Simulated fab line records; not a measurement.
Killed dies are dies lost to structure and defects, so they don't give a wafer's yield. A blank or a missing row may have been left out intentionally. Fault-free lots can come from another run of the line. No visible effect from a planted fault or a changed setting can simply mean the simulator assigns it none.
A single fault, viewed from 2 desks / flow berkeley-cmos170 / each desk has only its own numbers; what lay behind them comes last

AT THE TOOL OWNER'S DESK: pecvd-02
The tool's own readings at UCB170_V1_CVD_00 (deposits SiO2 from TEOS/O2, target thk 2000 nm, time 250 s): means of the sampled wafers that have a number, for each lot that ran on this tool. The brackets show how far a lot's mean lies from the usual mean; more than 4 standard deviations puts the lot out of limits, marked OUT.
Columns: A = heater-power-w at UCB170_V1_CVD_00, usual 264 W; B = rf-fwd-power-W at UCB170_V1_CVD_00, usual 548.5 W
lot=L992; first seen here=day 7 07:16; A=321; B=550.2
lot=L998; first seen here=day 8 06:27; A=338; B=548.0
lot=L100; first seen here=day 9 00:14; A=325; B=548.3
lot=L104; first seen here=day 9 00:28; A=321; B=547.8
lot=L108; first seen here=day 10 08:01; A=238; B=547.3
lot=L109; first seen here=day 11 04:31; A=152; B=769.8 (+99 or more) OUT
lot=L113; first seen here=day 11 21:35; A=213; B=694.1 (+86) OUT
This desk finds L109, L113 out of limits, L109 being first, at day 11 04:31 (rf-fwd-power-W at UCB170_V1_CVD_00). Within limits: L992, L998, L100, L104, L108.

METROLOGY DESK
Means of the sampled wafers that have a number, per lot and without regard to the tool the lot ran on: this is what the gauges read. The brackets show how far a lot's mean lies from the usual mean; more than 4 standard deviations puts the lot out of limits, marked OUT.
Columns: A = PSD_OVL at UCB170_PSD_OVL_MEAS_07, usual 2 nm; B = cd-nm at UCB170_NSD_CD_MEAS_06, usual 1200.0 nm; C = V1_TEOS_THK at UCB170_V1_THK_MEAS_01, usual 2001 nm
lot=L991; first seen here=day 6 16:34; A=1; B=1197.9; C=2021
lot=L994; first seen here=day 6 17:16; A=-0; B=1200.5; C=2013
lot=L992; first seen here=day 6 17:23; A=3; B=1199.5; C=1982
lot=L996; first seen here=day 7 00:23; A=3; B=1196.8; C=2016
lot=L998; first seen here=day 7 15:14; A=6; B=1202.7; C=2013
lot=L997; first seen here=day 7 15:21; A=-5; B=1200.3; C=1998
lot=L100; first seen here=day 8 06:56; A=6; B=1200.0; C=2004
lot=L104; first seen here=day 8 07:47; A=3; B=1202.0; C=2024
lot=L101; first seen here=day 8 08:07; A=9; B=1199.9; C=2010
lot=L105; first seen here=day 9 05:47; A=9; B=1201.7; C=2035
lot=L106; first seen here=day 9 06:10; A=3; B=1200.2; C=2014
lot=L108; first seen here=day 9 17:26; A=7; B=1201.6; C=1976
lot=L109; first seen here=day 10 09:10; A=-7; B=1201.9; C=2149 (+4.6) OUT
lot=L113; first seen here=day 11 00:37; A=2; B=1200.3; C=2118
This desk's result: L109 out of limits, first on L109 (V1_TEOS_THK at UCB170_V1_THK_MEAS_01), day 11 04:38. Within limits: L991, L994, L992, L996, L998, L997, L100, L104, L101, L105, L106, L108, L113.

PUT TOGETHER
An alarm could have come from the tool owner's desk at day 11 04:31, on L109, L113.
L109 would have let the metrology desk raise an alarm at day 11 04:38.
The metrology desk has L113 on record, within its limits.
All the named lots went through UCB170_V1_CVD_00 on pecvd-02.

WHAT WAS PUT IN BY THE SIMULATOR
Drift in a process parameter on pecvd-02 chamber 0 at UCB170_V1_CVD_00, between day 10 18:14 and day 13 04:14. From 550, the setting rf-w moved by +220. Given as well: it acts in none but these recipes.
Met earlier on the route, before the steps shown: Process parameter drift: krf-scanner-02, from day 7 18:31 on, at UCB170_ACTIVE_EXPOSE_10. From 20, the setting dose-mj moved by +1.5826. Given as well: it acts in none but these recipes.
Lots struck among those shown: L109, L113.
Delay (hours) between the fault's onset and each desk's first out-of-limits reading: 10 at the tool owner's desk, 10 at the metrology desk.
